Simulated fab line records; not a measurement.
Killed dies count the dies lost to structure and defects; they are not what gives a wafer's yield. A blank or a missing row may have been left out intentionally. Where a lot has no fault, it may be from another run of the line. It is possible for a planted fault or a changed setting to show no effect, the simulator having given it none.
2 desks, one fault :: flow rit_cmos :: every desk sees just its own numbers, and what lay behind them comes last

## METROLOGY DESK
Lot by lot, what the gauges showed, no matter which tool ran the lot: averages of those sampled wafers that carry a number. If a lot's mean is further than 4 standard deviations from the usual mean, the lot is out of limits and carries the mark OUT (the distance appears in the brackets).
Columns: A = NWELL_TW at RIT_NWELL_TW_MEAS_10, usual 2120; B = REOX_OXIDE_THK at RIT_REOX_THK_MEAS_04, usual 25.2 nm
lot: L385
first seen here: day 2 03:58
A: 2105
B: 25.4

lot: L386
first seen here: day 2 08:48
A: 2110
B: 24.8

lot: L389
first seen here: day 2 22:47
A: 2104
B: 25.6

lot: L390
first seen here: day 3 06:07
A: 2134
B: 25.2

lot: L393
first seen here: day 3 20:47
A: 2085
B: 25.9

lot: L394
first seen here: day 4 00:58
A: 2127
B: 24.6

lot: L395
first seen here: day 4 05:42
A: 2096
B: 24.9

lot: L396
first seen here: day 4 12:02
A: 2136
B: 25.6

lot: L397
first seen here: day 4 15:52
A: 2144
B: 25.3

lot: L399
first seen here: day 5 02:25
A: 2120
B: 25.2

lot: L402
first seen here: day 5 17:20
A: 2131
B: 25.0

lot: L404
first seen here: day 6 02:56
A: 2131
B: 25.3

lot: L406
first seen here: day 6 14:48
A: 2142
B: 24.9
This desk's finding: nothing out of limits on any of the 13 lots.

## THE TOOL OWNER'S DESK: rie_si-01
The tool's own readings at RIT_GATE_ETCH_19 (etches poly-Si in SF6/CHF3/O2, stops on SiO2, time 165 s, target depth 312.5 nm): means of the sampled wafers that have a number, for each lot that ran on this tool. If a lot's mean is further than 4 standard deviations from the usual mean, the lot is out of limits and carries the mark OUT (the distance appears in the brackets).
Columns: A = SF6_flow_sccm at RIT_GATE_ETCH_19, usual 30.00 sccm; B = drypump_motor_current_A at RIT_GATE_ETCH_19, usual 5.8 A; C = oes_product_au at RIT_GATE_ETCH_19, usual 0.838 a.u.; D = throttle_valve_pct at RIT_GATE_ETCH_19, usual 10.24 %
lot: L385
first seen here: day 2 22:04
A: 29.99
B: 5.6
C: 0.831
D: 10.33

lot: L389
first seen here: day 3 21:19
A: 29.98
B: 5.8
C: 0.830
D: 10.23

lot: L393
first seen here: day 4 14:50
A: 30.05
B: 6.1
C: 0.824
D: 10.13

lot: L395
first seen here: day 4 23:53
A: 29.94
B: 5.8
C: 0.827
D: 10.22

lot: L397
first seen here: day 5 07:53
A: 29.90
B: 6.4
C: 0.833
D: 10.16

lot: L399
first seen here: day 5 20:33
A: 29.99
B: 6.4
C: 0.815
D: 10.16
This desk's finding: nothing out of limits on any of the 6 lots.

## BROUGHT TOGETHER
Metrology desk: nothing out of limits seen.
The desk of the tool owner found nothing out of limits.

## WHAT THE SIMULATOR HAD PUT IN
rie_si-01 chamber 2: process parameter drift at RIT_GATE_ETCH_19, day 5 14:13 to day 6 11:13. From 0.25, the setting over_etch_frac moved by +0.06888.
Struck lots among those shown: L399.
